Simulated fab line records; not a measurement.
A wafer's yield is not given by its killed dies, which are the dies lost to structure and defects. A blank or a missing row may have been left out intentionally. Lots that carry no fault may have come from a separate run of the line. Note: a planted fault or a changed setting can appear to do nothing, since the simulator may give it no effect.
Which tool is to blame?    flow berkeley_cmos170    18 wafers from 6 lots sampled at 2 of the route's 331 steps

== WHAT THE GAUGES READ, wafer by wafer ==
UCB170_ACTIVE_CD_MEAS_13 targets a cd of 1200 nm.
lot   measured     on         cd_nm (nm)
L896  day 5 12:34  cd_sem-01  1200.7 1199.7 1199.2
L902  day 6 17:14  cd_sem-02  1200.0 1201.8 1202.5
L901  day 6 17:46  cd_sem-01  1203.2 1203.0 1202.8
L909  day 8 03:10  cd_sem-02  1201.2 1200.3 1200.6
L915  day 9 02:09  cd_sem-02  1199.6 1198.4 1198.6
L914  day 9 02:32  cd_sem-01  1201.5 1200.3 1201.8

== EACH LOT AND THE TOOL THAT RAN IT (in order: tool; ch and the chambers of the sampled wafers; start) ==
lot   UCB170_ACTIVE_EXPOSE_10
L896  krf_scanner-01 ch 0, day 5 12:10
L902  krf_scanner-01 ch 0, day 6 16:14
L901  krf_scanner-01 ch 0, day 6 16:37
L909  krf_scanner-01 ch 0, day 8 02:34
L915  krf_scanner-01 ch 0, day 9 01:29
L914  krf_scanner-02 ch 0, day 9 01:55
- UCB170_ACTIVE_EXPOSE_10: exposes mask ACTIVE, target cd 1200 nm.

== THE ANSWER, worked out from the rows above alone ==
Rule: usual is defined by the lots themselves. The widest of any qualifying gaps counts: lots, ordered by their means at a reading, are off when they make up no more than a third of the lots, leave a main group of 4 or more, and stand apart from it by 3 or more times the standard deviation of that group's means. Not used: any main group whose means are identical at the precision the tables above print for the reading. A lot without any number at a reading at which 4 lots or more have one is off too. Any other lot the step has rows for is counted as sound.
No lot is off on any of the readings shown, so nothing can be concluded from this.

== WHAT WAS PUT IN BY THE SIMULATOR ==
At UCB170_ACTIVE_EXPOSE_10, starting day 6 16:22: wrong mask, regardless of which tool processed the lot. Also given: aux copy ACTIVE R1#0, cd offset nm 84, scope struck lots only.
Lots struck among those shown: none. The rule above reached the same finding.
